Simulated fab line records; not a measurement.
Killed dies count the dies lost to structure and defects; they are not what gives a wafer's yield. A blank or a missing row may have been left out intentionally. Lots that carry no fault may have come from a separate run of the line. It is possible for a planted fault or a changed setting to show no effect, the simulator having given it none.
Check of tool commonality / flow ritCmos / Lots sampled 13, wafers sampled 39

## WHY THIS WAS OPENED
RIT_CONTACT_OVL_MEAS_09, reading CONTACT_OVL: flagged on 2 of 13 lots. Fault-free wafers read -0.5 nm, with a standard deviation of 1.5.
Rule: flag the lot when none of its wafers has a number, or when each of its wafers that has one lies beyond 4 standard deviations from that mean. As for the other lots, they are considered sound.

lot=L791; measured=day 3 06:11; on=overlay-01; CONTACT_OVL (nm), wafer by wafer=-0.9 -3.4 -1.2; flag=
lot=L792; measured=day 3 08:26; on=overlay-01; CONTACT_OVL (nm), wafer by wafer=-0.2 0.9 -0.1; flag=
lot=L793; measured=day 3 13:30; on=overlay-01; CONTACT_OVL (nm), wafer by wafer=1.7 2.0 1.4; flag=
lot=L794; measured=day 3 20:13; on=overlay-01; CONTACT_OVL (nm), wafer by wafer=-1.4 -2.1 -1.4; flag=
lot=L795; measured=day 3 23:41; on=overlay-01; CONTACT_OVL (nm), wafer by wafer=-1.4 -1.4 0.2; flag=
lot=L802; measured=day 5 14:00; on=overlay-01; CONTACT_OVL (nm), wafer by wafer=76.7 76.5 75.5; flag=FLAGGED
lot=L803; measured=day 5 17:33; on=overlay-01; CONTACT_OVL (nm), wafer by wafer=76.3 74.5 72.2; flag=FLAGGED
lot=L806; measured=day 6 07:22; on=overlay-01; CONTACT_OVL (nm), wafer by wafer=-0.9 0.9 0.4; flag=
lot=L809; measured=day 7 00:35; on=overlay-01; CONTACT_OVL (nm), wafer by wafer=0.7 0.7 0.9; flag=
lot=L811; measured=day 7 08:37; on=overlay-01; CONTACT_OVL (nm), wafer by wafer=-0.8 -1.2 -1.2; flag=
lot=L812; measured=day 7 12:52; on=overlay-02; CONTACT_OVL (nm), wafer by wafer=-1.0 -1.2 -2.2; flag=
lot=L813; measured=day 7 20:42; on=overlay-02; CONTACT_OVL (nm), wafer by wafer=0.0 0.6 1.3; flag=
lot=L814; measured=day 8 05:01; on=overlay-01; CONTACT_OVL (nm), wafer by wafer=0.6 -0.4 -1.1; flag=
Average over the flagged lots: 75.3 nm; offset from the usual +75.8 nm, equal to +51 standard deviations.

## EACH LOT AND THE TOOL IT RAN ON
2 process steps preceding the reading are held in the record, out of 202 steps in the route. Every cell lists first the tool, next ch and the chambers used by the sampled wafers, and last the start.
lot=L791; flag=; RIT_SILICIDE_RTA_06=rtpAnneal-01 ch 0, day 3 04:56; RIT_CONTACT_EXPOSE_05=ilineStepper-02 ch 0, day 3 05:34
lot=L792; flag=; RIT_SILICIDE_RTA_06=rtpAnneal-02 ch 0, day 3 07:04; RIT_CONTACT_EXPOSE_05=ilineStepper-01 ch 0, day 3 07:50
lot=L793; flag=; RIT_SILICIDE_RTA_06=rtpAnneal-01 ch 0, day 3 12:14; RIT_CONTACT_EXPOSE_05=ilineStepper-01 ch 0, day 3 12:52
lot=L794; flag=; RIT_SILICIDE_RTA_06=rtpAnneal-02 ch 0, day 3 18:50; RIT_CONTACT_EXPOSE_05=ilineStepper-01 ch 0, day 3 19:33
lot=L795; flag=; RIT_SILICIDE_RTA_06=rtpAnneal-01 ch 0, day 3 22:23; RIT_CONTACT_EXPOSE_05=ilineStepper-01 ch 0, day 3 23:02
lot=L802; flag=FLAGGED; RIT_SILICIDE_RTA_06=rtpAnneal-02 ch 0, day 5 12:36; RIT_CONTACT_EXPOSE_05=ilineStepper-02 ch 0, day 5 13:22
lot=L803; flag=FLAGGED; RIT_SILICIDE_RTA_06=rtpAnneal-01 ch 0, day 5 16:13; RIT_CONTACT_EXPOSE_05=ilineStepper-02 ch 0, day 5 16:55
lot=L806; flag=; RIT_SILICIDE_RTA_06=rtpAnneal-02 ch 0, day 6 05:59; RIT_CONTACT_EXPOSE_05=ilineStepper-01 ch 0, day 6 06:44
lot=L809; flag=; RIT_SILICIDE_RTA_06=rtpAnneal-01 ch 0, day 6 23:13; RIT_CONTACT_EXPOSE_05=ilineStepper-01 ch 0, day 6 23:58
lot=L811; flag=; RIT_SILICIDE_RTA_06=rtpAnneal-01 ch 0, day 7 07:12; RIT_CONTACT_EXPOSE_05=ilineStepper-01 ch 0, day 7 07:58
lot=L812; flag=; RIT_SILICIDE_RTA_06=rtpAnneal-02 ch 0, day 7 11:36; RIT_CONTACT_EXPOSE_05=ilineStepper-01 ch 0, day 7 12:15
lot=L813; flag=; RIT_SILICIDE_RTA_06=rtpAnneal-01 ch 0, day 7 19:25; RIT_CONTACT_EXPOSE_05=ilineStepper-01 ch 0, day 7 20:04
lot=L814; flag=; RIT_SILICIDE_RTA_06=rtpAnneal-02 ch 0, day 8 03:46; RIT_CONTACT_EXPOSE_05=ilineStepper-01 ch 0, day 8 04:24
What these steps do:
- RIT_SILICIDE_RTA_06: time 10 s, ramp up 5 s, ramp down 10 s.
- RIT_CONTACT_EXPOSE_05: exposes mask M11, target cd 1000 nm.
- RIT_CONTACT_OVL_MEAS_09

## FLAGGED OVER TOTAL, TOOL BY TOOL (the gauges that took the reading come last)
step=RIT_SILICIDE_RTA_06; tool=rtpAnneal-01; lots run=7; flagged=1; share of the flagged lots=some; sound lots run after its first flagged lot=3 (L809,L811,L813)
step=RIT_SILICIDE_RTA_06; tool=rtpAnneal-02; lots run=6; flagged=1; share of the flagged lots=some; sound lots run after its first flagged lot=3 (L806,L812,L814)
step=RIT_CONTACT_EXPOSE_05; tool=ilineStepper-01; lots run=10; flagged=0; share of the flagged lots=none; sound lots run after its first flagged lot=-
step=RIT_CONTACT_EXPOSE_05; tool=ilineStepper-02; lots run=3; flagged=2; share of the flagged lots=all; sound lots run after its first flagged lot=0
step=RIT_CONTACT_OVL_MEAS_09; tool=overlay-01; lots run=11; flagged=2; share of the flagged lots=all; sound lots run after its first flagged lot=4 (L806,L809,L811,L814)
step=RIT_CONTACT_OVL_MEAS_09; tool=overlay-02; lots run=2; flagged=0; share of the flagged lots=none; sound lots run after its first flagged lot=-

## THE TABLE: WHAT IT ALLOWS
In 2 table rows, all flagged lots were run: ilineStepper-02 (RIT_CONTACT_EXPOSE_05), overlay-01 (RIT_CONTACT_OVL_MEAS_09).
- ilineStepper-02 at RIT_CONTACT_EXPOSE_05: 2 of its 3 lots flagged. A fault beginning between L791 (day 3 05:34), its last sound lot, and L802 (day 5 13:22), its first flagged one, fits the data.
- overlay-01 at RIT_CONTACT_OVL_MEAS_09: 2 of its 11 lots flagged. Lots that were sound ran on it after the first flagged one (L806, L809, L811, L814); a persistent fault on the entire tool would not allow that.
Just one tool remains: ilineStepper-02 at RIT_CONTACT_EXPOSE_05.

## WHAT THE SIMULATOR HAD INSERTED
Scanner matching overlay: ilineStepper-02, from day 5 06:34 on, at RIT_CONTACT_EXPOSE_05. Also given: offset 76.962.
Struck lots among those shown: L802, L803. The rule given above showed the same thing.
